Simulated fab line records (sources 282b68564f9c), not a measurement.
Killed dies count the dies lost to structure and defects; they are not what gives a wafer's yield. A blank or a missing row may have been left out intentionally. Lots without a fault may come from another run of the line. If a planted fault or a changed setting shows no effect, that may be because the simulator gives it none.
What tool caused it? + flow ritCmos + 7 lots with 21 wafers sampled at 2 steps, on a route of 202 steps

== WHAT THE GAUGES SHOWED, per wafer ==
RIT_CONTACT_THK_MEAS_01.
| lot  | measured    | on           | CONTACT_TEOS_THK (nm) |
|------|-------------|--------------|-----------------------|
| L311 | day 3 19:40 | filmMetro-03 | 393 396 398           |
| L312 | day 4 02:30 | filmMetro-03 | 406 394 404           |
| L314 | day 4 12:16 | filmMetro-03 | 392 396 395           |
| L319 | day 5 09:25 | filmMetro-03 | 402 397 410           |
| L325 | day 6 14:32 | filmMetro-04 | 346 354 349           |
| L329 | day 7 10:57 | filmMetro-04 | 402 401 401           |
| L332 | day 8 03:04 | filmMetro-02 | 395 400 405           |

== WHAT TOOL EACH LOT RAN ON (gives the tool, then ch and the chambers of the sampled wafers, and finally the start) ==
| lot  | RIT_CONTACT_CVD_00             |
|------|--------------------------------|
| L311 | pecvd-03 ch 0,1, day 3 19:35   |
| L312 | pecvd-04 ch 0,1,2, day 4 02:27 |
| L314 | pecvd-02 ch 0,1,2, day 4 12:12 |
| L319 | pecvd-04 ch 0,1,2, day 5 09:22 |
| L325 | pecvd-03 ch 0,1,2, day 6 14:29 |
| L329 | pecvd-02 ch 0,1, day 7 10:53   |
| L332 | pecvd-04 ch 0,1, day 8 03:01   |
- RIT_CONTACT_CVD_00: deposits SiO2 from TEOS, target thk 400 nm, time 61 s.

== THE ANSWER, worked out from the rows above alone ==
Rule: the usual values come from the lots themselves. Put in order of their means at a reading, lots are off if they are a third of the lots or fewer, leave a main group of 4 or more, and stand apart from it by a gap of 3 or more times the standard deviation of the main group's means; of several such gaps the widest counts. A main group whose means are all the same, to the digits that the tables above print for the reading, isn't used. A lot without any number at a reading at which 4 lots or more have one is off too. Where the step has rows for the other lots, those lots are counted as sound.
Off: L325, seen at RIT_CONTACT_THK_MEAS_01 (CONTACT_TEOS_THK). Mean 399 nm and standard deviation 3.2 in the main group.
If a tool, at a process step before that reading, ran all the lots that are off and no sound lot after the first of them, it fits. The gauges at RIT_CONTACT_THK_MEAS_01 are tried like those tools. One fits: pecvd-03 at RIT_CONTACT_CVD_00. A fault onset in the window from L311 (day 3 19:35, its last sound lot) to L325 (day 6 14:29, its first lot off) fits.

== WHAT THE SIMULATOR HAD INSERTED ==
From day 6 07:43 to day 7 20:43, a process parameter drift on pecvd-03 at RIT_CONTACT_CVD_00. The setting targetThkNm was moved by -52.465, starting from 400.
Lots struck among those shown: L325. The rule given above showed the same thing.
